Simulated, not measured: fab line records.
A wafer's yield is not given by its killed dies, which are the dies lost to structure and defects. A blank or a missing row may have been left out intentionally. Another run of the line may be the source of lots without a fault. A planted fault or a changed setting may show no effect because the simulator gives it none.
Comparing a struck lot with a sound one / flow berkeley cmos170 / 18 out of 331 route steps
Sound: wafers L673.1, L673.2, L673.4. Struck: wafer L685.6. Last of all comes the cause.
For every step that has rows: the tool of each side, followed by ch and its chambers, followed by its first start. Under that, the readings that differ: sound wafers / struck wafers / difference of the means / sigmas: that difference in standard deviations of wafers without a fault.
alike: readings whose means differ by less than 2 such deviations, and words and numbers that are the same on both sides. not compared: withheld readings, readings that some wafer has no value for, bounds like >300 that may hide the same value, and numbers for which the record gives no deviation and whose values overlap.
Wherever a step has rows on one side only, a row that says differs or no value, or a row with sigmas, the two part there. Non-overlapping numbers with no deviation appear without sigmas and do not part them. A reading missing from all wafers of one side parts the sides only when that side holds two or more wafers.

first, 5 steps without rows for these wafers: UCB170_NLDD_COAT_01 (resist thk 900 nm); UCB170_NLDD_SOFTBAKE_02 (time 60 s); UCB170_NLDD_EXPOSE_03 (exposes mask NSELECT, target cd 1200 nm); UCB170_NLDD_PEB_04; UCB170_NLDD_DEVELOP_05 (develop time 45 s).
UCB170_NLDD_CD_MEAS_06: target cd 1200 nm.
  struck on cd sem-02, day 9 18:26; sound on cd sem-01, day 7 05:08
  alike: cd nm
UCB170_NLDD_OVL_MEAS_07:
  struck on overlay-01, day 9 18:29; sound on overlay-01, day 7 05:16
reading=NLDD_OVL (nm); sound=0 7 7; struck=-7; difference=-12; sigmas=-2
then, 2 steps without rows for these wafers: UCB170_NLDD_IMPLANT_08; UCB170_NLDD_IMPLANT_09.
UCB170_NLDD_STRIP_10: strips in O2.
  sound on plasma asher-01 ch 0,1, day 7 05:36; struck on plasma asher-03 ch 1, day 9 18:52
reading=drypump motor current A (A); sound=5.2 5.8 5.8; struck=6.3; difference=+0.7; sigmas=+2
  alike: oes product au, strip time to endpoint s
  not compared: rf hours counter h
UCB170_NLDD_TW_MEAS_11:
  struck on film metro-02, day 9 18:57; sound on film metro-01, day 7 05:42
  alike: NLDD_TW
then, 1 step without rows for these wafers: UCB170_NLDD_CLEAN_12 (cleans in SPM, time 600 s).
UCB170_SPACER_CVD_00: deposits SiO2 from TEOS/O2, target thk 376 nm, time 47 s.
  sound on pecvd-02 ch 0,1,2, day 7 05:56; struck on pecvd-02 ch 0, day 9 19:35
reading=heater power w (W); sound=363 323 188; struck=128; difference=-163; sigmas=-3
reading=rf fwd power W (W); sound=544.7 548.4 548.0; struck=767.2; difference=+220.2; sigmas=+99 or more
reading=model.SiO2_of_SPACER_CVD_00.thk nm (nm); sound=373 374.8 383.9; struck=422; difference=+45; sigmas=
UCB170_SPACER_THK_MEAS_01:
  struck on film metro-02, day 9 19:40; sound on film metro-02, day 7 05:59
reading=SPACER_TEOS_THK (nm); sound=373 375 384; struck=422; difference=+45; sigmas=+10
then, 1 step without rows for these wafers: UCB170_SPACER_ANNEAL_02 (time 1800 s).
UCB170_SPACER_ETCHBACK_03: etches SiO2 in CHF3/CF4/Ar, stops on Si, target depth 376 nm, time 100 s.
  sound on rie diel-04 ch 1,2,3, day 7 12:32; struck on rie diel-04 ch 2, day 10 00:44
reading=oes product au (a.u.); sound=0.897 0.914 0.921; struck=0.994; difference=+0.083; sigmas=+5
reading=model.etch.depth nm (nm); sound=373 374.8 383.9; struck=422; difference=+45; sigmas=
  alike: drypump motor current A, throttle valve pct
  not compared: rf hours counter h
then, 1 step without rows for these wafers: UCB170_PSD_HMDS_00 (prime time 60 s).
UCB170_M3_PROBE_99:
  struck on prober-02, day 11 07:47; sound on prober-01, day 8 14:05
reading=model.etest.pplus sal.width nm (nm); sound=717.9 695.4 669.8; struck=587.9; difference=-106.5; sigmas=
reading=model.etest.nplus sal.width nm (nm); sound=722.8 694.2 671.9; struck=588.6; difference=-107.7; sigmas=
reading=model.etest.nmos_0p35.r on ohm um; sound=1369 1393 1404; struck=1456; difference=+67; sigmas=
reading=model.etest.nmos_0p6.r on ohm um; sound=2175 2190 2177; struck=2229; difference=+48; sigmas=
reading=model.etest.field p metal.vt v (V); sound=-59.18 -60.36 -61.24; struck=-62.21; difference=-1.95; sigmas=
reading=model.etest.field n metal.vt v (V); sound=51.7 52.38 53.42; struck=54.11; difference=+1.61; sigmas=
reading=model.etest.pplus sal.line ohm um; sound=5.081 5.25 5.476; struck=6.24; difference=+0.97; sigmas=
  not compared: model.etest.pmos_0p35.r on ohm um

WHERE THEY PART
First at UCB170_NLDD_OVL_MEAS_07; last, within this record, at UCB170_SPACER_ETCHBACK_03.

WHY: the cause the simulator had injected
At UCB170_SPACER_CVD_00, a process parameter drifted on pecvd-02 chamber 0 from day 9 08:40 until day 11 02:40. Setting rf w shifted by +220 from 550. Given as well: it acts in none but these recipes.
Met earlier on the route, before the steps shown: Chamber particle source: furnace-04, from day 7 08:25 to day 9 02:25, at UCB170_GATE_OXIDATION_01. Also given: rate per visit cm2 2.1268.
